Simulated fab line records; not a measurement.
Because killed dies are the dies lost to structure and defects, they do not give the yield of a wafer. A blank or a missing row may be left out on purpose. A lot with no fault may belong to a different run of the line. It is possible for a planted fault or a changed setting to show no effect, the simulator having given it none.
Split-lot experiment | flow ritCmos | 5 lots, 27 wafers read, on a route of 202 steps

## ABOUT THE SPLIT
At RIT_SPACER_ETCHBACK_05 (etches Si3N4 in SF6/CHF3, stops on SiO2, target depth 250 nm, time 240 s), the setting targetDepthA was moved away from the recipe's 2500 angstrom on 6 of the 27 wafers read, by -57.1% to +17.7%. For the rest of the wafers, this setting stayed at what the recipe calls for.

The split's own step is where the reading is taken.

## THE READING
oesProductAu, in a.u., at RIT_SPACER_ETCHBACK_05 (etches Si3N4 in SF6/CHF3, stops on SiO2, target depth 250 nm, time 240 s). Fault-free wafers of this fab line usually give 0.846 a.u., standard deviation 0.014 a.u.

wafer  | tool, chamber at the split | targetDepthA as run, angstrom | against the recipe | oesProductAu, a.u. | against lot-mates on the recipe
L075.1 | rieDiel-01, 2              | 2500                          | recipe             | 0.843              | -
L075.2 | rieDiel-01, 3              | 2500                          | recipe             | 0.841              | -
L075.3 | rieDiel-01, 0              | 2500                          | recipe             | 0.858              | -
L075.4 | rieDiel-01, 1              | 2500                          | recipe             | 0.846              | -
L075.5 | rieDiel-01, 3              | 2500                          | recipe             | 0.852              | -
L075.6 | rieDiel-01, 2              | 2500                          | recipe             | 0.838              | -
L074.1 | rieDiel-02, 0              | 2500                          | recipe             | 0.817              | -
L074.2 | rieDiel-02, 3              | 2500                          | recipe             | 0.840              | -
L074.3 | rieDiel-02, 2              | 2500                          | recipe             | 0.837              | -
L074.4 | rieDiel-02, 1              | 2500                          | recipe             | 0.864              | -
L074.5 | rieDiel-02, 1              | 2500                          | recipe             | 0.857              | -
L074.6 | rieDiel-02, 0              | 2500                          | recipe             | 0.825              | -
L076.1 | rieDiel-01, 0              | 2500                          | recipe             | 0.844              | -
L076.2 | rieDiel-01, 3              | 1073                          | -57.1%             | 0.996              | +0.151
L076.3 | rieDiel-01, 2              | 1073                          | -57.1%             | 0.972              | +0.127
L076.4 | rieDiel-01, 2              | 1073                          | -57.1%             | 0.962              | +0.117
L076.5 | rieDiel-01, 0              | 2500                          | recipe             | 0.849              | -
L076.6 | rieDiel-01, 3              | 2500                          | recipe             | 0.841              | -
L081.2 | rieDiel-01, 2              | 2500                          | recipe             | 0.837              | -
L081.4 | rieDiel-01, 2              | 2500                          | recipe             | 0.835              | -
L081.6 | rieDiel-01, 0              | 2500                          | recipe             | 0.839              | -
L085.1 | rieDiel-01, 1              | 2942                          | +17.7%             | 0.793              | -0.064
L085.2 | rieDiel-01, 2              | 2500                          | recipe             | 0.852              | -
L085.3 | rieDiel-01, 3              | 2500                          | recipe             | 0.848              | -
L085.4 | rieDiel-01, 0              | 2942                          | +17.7%             | 0.771              | -0.086
L085.5 | rieDiel-01, 2              | 2942                          | +17.7%             | 0.757              | -0.100
L085.6 | rieDiel-01, 1              | 2500                          | recipe             | 0.871              | -

FIT RESULTS
A straight line over all 27 wafers: oesProductAu changes by -0.00251 a.u. for each +1% of targetDepthA; r = -0.95; the points scatter about the line by 0.016 a.u.
The same after taking each lot's own level away (the mean of its wafers on the recipe; 27 wafers): -0.00259 a.u. for each +1%; r = -0.95; scatter 0.017 a.u.
Per that fit: largest targetDepthA move, reading shift of 0.15 a.u.
Measured against the standard deviation above, the lots' own levels, which go from 0.8370 to 0.8570 a.u., span 1.4 times it.
Hence the lot-to-lot level has little effect on the slope; both slopes agree.
Check: with one of the wafers moved furthest among these (-57.1%) left out of the fit, the line predicts +0.138 a.u. for it against its lot-mates. Against them it came out at +0.151 a.u.
Tool readings at the split's step, against how far the setting was moved: oesProductAu r = -0.95.

## ADDITIONAL SPLITS CARRIED BY THESE WAFERS
Note: prior to the reading, these wafers also went through further splits. Each is held against what the fit with the lots' levels taken away leaves over:
other split on the same wafers | wafers away from the commonest value | r with oesProductAu (lot level and that fit taken away)
RIT_ACTIVE_CVD_03 timeS        | 21                                   | -0.34
RIT_FOX2_WET_ETCH_03 timeS     | 21                                   | +0.14
RIT_GATE_OXIDATION_05 oxTimeS  | 12                                   | +0.14

## THE WHOLE CHAIN: every reading that the file lists as answering this split, in the file's order
step                   | what it does                                                             | reading                                                                          | change (the file's fit)                   | r (the file's)
RIT_SPACER_ETCHBACK_05 | etches Si3N4 in SF6/CHF3, stops on SiO2, target depth 250 nm, time 240 s | oesProductAu                                                                     | -0.00252 a.u. for each +1% of the setting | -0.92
RIT_SPACER_ETCHBACK_05 | etches Si3N4 in SF6/CHF3, stops on SiO2, target depth 250 nm, time 240 s | poly-Si_of_GATE_CVD_08.thkNm (the simulator's own value, which no gauge read)    | -0.544 nm for each +1% of the setting     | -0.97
RIT_SPACER_ETCHBACK_05 | etches Si3N4 in SF6/CHF3, stops on SiO2, target depth 250 nm, time 240 s | Si3N4_of_SPACER_CVD_03.thkNm (the simulator's own value, which no gauge read)    | -0.462 nm for each +1% of the setting     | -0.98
RIT_SDANNEAL_CLEAN_00  | cleans in SC1, time 600 s                                                | poly-Si_of_GATE_CVD_08.thkNm (the simulator's own value, which no gauge read)    | -0.545 nm for each +1% of the setting     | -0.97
RIT_SDANNEAL_CLEAN_00  | cleans in SC1, time 600 s                                                | SiO2_of_FOX2_OXIDATION_00.thkNm (the simulator's own value, which no gauge read) | -0.471 nm for each +1% of the setting     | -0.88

## FILE'S OWN FIT
oesProductAu changes by -0.00252 a.u. for each +1% of targetDepthA, r = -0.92.
